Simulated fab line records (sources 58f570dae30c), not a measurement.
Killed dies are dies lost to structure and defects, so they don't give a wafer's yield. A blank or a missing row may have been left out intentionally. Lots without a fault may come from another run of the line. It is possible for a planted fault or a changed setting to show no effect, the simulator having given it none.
What tool caused it? :: flow berkeleyCmos170 :: 13 lots, 39 wafers sampled, at 2 steps of a route of 331

## WHAT EACH GAUGE READ, for each wafer
UCB170_SDANNEAL_RS_MEAS_05: measures by four-point-probe. Usual: NLDD_RS typically reads 616.4 ohm/sq, with standard deviation 1.3.
lot: L805
measured: day 7 10:00
on: filmMetro-02
NLDD_RS (ohm/sq): 616.5 618.7 617.7
flag: 

lot: L802
measured: day 7 11:41
on: filmMetro-02
NLDD_RS (ohm/sq): 617.7 616.7 616.5
flag: 

lot: L804
measured: day 7 11:50
on: filmMetro-04
NLDD_RS (ohm/sq): 616.3 615.2 616.3
flag: 

lot: L803
measured: day 7 12:04
on: filmMetro-01
NLDD_RS (ohm/sq): 615.9 618.0 618.4
flag: 

lot: L806
measured: day 7 16:20
on: filmMetro-02
NLDD_RS (ohm/sq): 615.3 615.2 616.6
flag: 

lot: L807
measured: day 7 16:30
on: filmMetro-04
NLDD_RS (ohm/sq): 615.3 615.2 617.0
flag: 

lot: L809
measured: day 8 11:31
on: filmMetro-02
NLDD_RS (ohm/sq): 615.2 615.8 615.9
flag: 

lot: L811
measured: day 8 17:32
on: filmMetro-02
NLDD_RS (ohm/sq): 613.7 614.3 614.3
flag: 

lot: L815
measured: day 9 17:22
on: filmMetro-01
NLDD_RS (ohm/sq): 617.4 617.8 617.0
flag: 

lot: L816
measured: day 10 06:58
on: filmMetro-04
NLDD_RS (ohm/sq): 618.0 616.4 615.9
flag: 

lot: L820
measured: day 10 17:07
on: filmMetro-02
NLDD_RS (ohm/sq): 618.4 618.1 616.9
flag: 

lot: L821
measured: day 11 08:46
on: filmMetro-04
NLDD_RS (ohm/sq): 616.8 618.5 617.8
flag: 

lot: L825
measured: day 11 19:28
on: filmMetro-01
NLDD_RS (ohm/sq): 617.0 617.3 617.8
flag: 

UCB170_CONTACT_OVL_MEAS_16. Usual: CONTACT_OVL typically reads 0 nm, with standard deviation 5.8.
lot: L805
measured: day 7 15:32
on: overlay-02
CONTACT_OVL (nm): 7 6 2
flag: 

lot: L802
measured: day 7 17:21
on: overlay-01
CONTACT_OVL (nm): -8 -10 -12
flag: 

lot: L804
measured: day 7 17:28
on: overlay-02
CONTACT_OVL (nm): -4 -8 2
flag: 

lot: L803
measured: day 7 19:23
on: overlay-01
CONTACT_OVL (nm): 8 2 1
flag: 

lot: L806
measured: day 7 23:08
on: overlay-01
CONTACT_OVL (nm): -9 -6 -3
flag: 

lot: L807
measured: day 7 23:22
on: overlay-01
CONTACT_OVL (nm): 3 -4 4
flag: 

lot: L809
measured: day 8 16:47
on: overlay-01
CONTACT_OVL (nm): 1 9 5
flag: 

lot: L811
measured: day 8 23:10
on: overlay-02
CONTACT_OVL (nm): -15 2 -5
flag: 

lot: L815
measured: day 9 22:50
on: overlay-01
CONTACT_OVL (nm): 4 6 -3
flag: 

lot: L816
measured: day 10 12:53
on: overlay-01
CONTACT_OVL (nm): -1 3 2
flag: 

lot: L820
measured: day 10 22:46
on: overlay-02
CONTACT_OVL (nm): -2 -8 -4
flag: 

lot: L821
measured: day 11 14:23
on: overlay-02
CONTACT_OVL (nm): -6 -2 -4
flag: 

lot: L825
measured: day 12 01:30
on: overlay-02
CONTACT_OVL (nm): -3 3 -8
flag: 

## TOOL THAT RAN EACH LOT (tool first, then ch and the chambers of the sampled wafers, then the start)
There is no process step in the record ahead of these readings.

## WHAT THE TOOLS THEMSELVES READ (means of the sampled wafers that have a number; where no wafer has one, the mark that the record gives instead)
The record holds no such reading with a usual standard deviation.

## THE ANSWER, worked out from the rows above alone
Rule: a lot is off if the mean of its wafers that have a number lies more than 3 standard deviations from the usual mean. A lot without any number at a reading at which 4 lots or more have one is off too. The other lots that the step has rows for count as sound. After the gauges, taken in route order, come the tools' own readings; for these a lot's mean is taken, as printed above. At the first step where some lot is off, the reading lying furthest off is the one used; lots without a number count as furthest.
No lot is off at any reading shown: from this, nothing can be told.

## WHAT THE SIMULATOR HAD PUT IN
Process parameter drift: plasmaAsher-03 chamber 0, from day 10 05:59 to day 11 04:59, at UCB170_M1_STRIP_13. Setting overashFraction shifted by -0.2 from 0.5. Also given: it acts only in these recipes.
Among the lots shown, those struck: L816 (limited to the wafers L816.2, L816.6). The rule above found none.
